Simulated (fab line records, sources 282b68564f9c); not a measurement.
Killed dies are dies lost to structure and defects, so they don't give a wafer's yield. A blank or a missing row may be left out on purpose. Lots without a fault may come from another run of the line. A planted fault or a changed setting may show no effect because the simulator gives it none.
A struck lot beside a sound one | flow rit_cmos | 17 steps out of a route of 202
Sound: wafers L420.3, L420.4, L420.5. Struck: wafers L434.2, L434.3, L434.6. The cause comes at the end.
At each step with rows: each side's tool, then ch and its chambers, then its first start. Under that, the readings that differ: sound wafers | struck wafers | difference of the means | sigmas: that difference in standard deviations of wafers without a fault.
alike: readings whose means differ by less than 2 such deviations, and words and numbers that are the same on both sides. not compared: withheld readings, readings that some wafer has no value for, bounds like >300 that may hide the same value, and numbers for which the record gives no deviation and whose values overlap.
The two part at a step that has a row with sigmas, a row that says differs or no value, or rows on one side only. Numbers that don't overlap but have no deviation are shown without sigmas and don't part them. A reading that every wafer of one side lacks parts them only if that side has two wafers or more.

first, 1 step without rows for these wafers: RIT_PRETRO_DEVELOP_05 (develop time 68 s).
RIT_PRETRO_OVL_MEAS_06:
  sound on overlay-02, day 2 13:55; struck on overlay-01, day 5 14:30
  alike: PRETRO_OVL
then, 2 steps without rows for these wafers: RIT_PRETRO_HARDBAKE_07 (time 120 s); RIT_PRETRO_IMPLANT_08.
RIT_PRETRO_STRIP_09: strips in O2, time 180 s.
  sound on plasma_asher-01 ch 0,1, day 2 14:23; struck on plasma_asher-02 ch 0,1, day 5 14:56
  alike: drypump_motor_current_A
  not compared: rf_hours_counter_h
RIT_PRETRO_TW_MEAS_10:
  sound on film_metro-03, day 2 14:32; struck on film_metro-03, day 5 15:07
  alike: PRETRO_TW
then, 5 steps without rows for these wafers: RIT_GATE_WET_ETCH_00 (etches SiO2 in BOE, target depth 56 nm, time 60 s); RIT_GATE_CLEAN_01 (cleans in SC1, time 600 s); RIT_GATE_CLEAN_02 (cleans in dHF, time 30 s); RIT_GATE_CLEAN_03 (cleans in SC2, time 600 s); RIT_GATE_CLEAN_04 (cleans in dHF, time 60 s).
RIT_FOX2_THK_MEAS_91:
  sound on film_metro-03, day 2 15:02; struck on film_metro-02, day 5 15:35
  reading                     | sound       | struck      | difference | sigmas
  FIELD_OXIDE_LEFT_2_THK (nm) | 268 266 271 | 256 254 258 | -12        | -2
RIT_GATE_OXIDATION_05: target thk 3 nm, ox time 270 s.
  sound on furnace-03 ch 0, day 2 15:49; struck on furnace-04 ch 0, day 5 16:26
  reading                                     | sound             | struck           | difference | sigmas
  model.SiO2_of_GATE_OXIDATION_05.thk_nm (nm) | 3.063 3.136 3.039 | 4.99 4.962 4.938 | +1.88      |
  alike: ox_temp_c, spike_tc_load_C, zone_power_load_pct
then, 1 step without rows for these wafers: RIT_GATE_ANNEAL_06 (time 600 s).
RIT_GATE_THK_MEAS_07:
  sound on film_metro-04, day 2 19:40; struck on film_metro-04, day 5 19:05
  reading             | sound          | struck         | difference | sigmas
  GATE_OXIDE_THK (nm) | 3.00 3.09 3.03 | 4.97 4.96 4.93 | +1.91      | +26
then, 1 step without rows for these wafers: RIT_GATE_CVD_08 (deposits poly-Si from SiH4, target thk 250 nm, time 2220 s).
RIT_M1_PROBE_99:
  the record has rows for the struck wafers here (prober-01, day 6 18:22) and none for the sound ones

WHERE THEY PART
First at RIT_FOX2_THK_MEAS_91; last, within this record, at RIT_M1_PROBE_99.

WHY: what the simulator had put in
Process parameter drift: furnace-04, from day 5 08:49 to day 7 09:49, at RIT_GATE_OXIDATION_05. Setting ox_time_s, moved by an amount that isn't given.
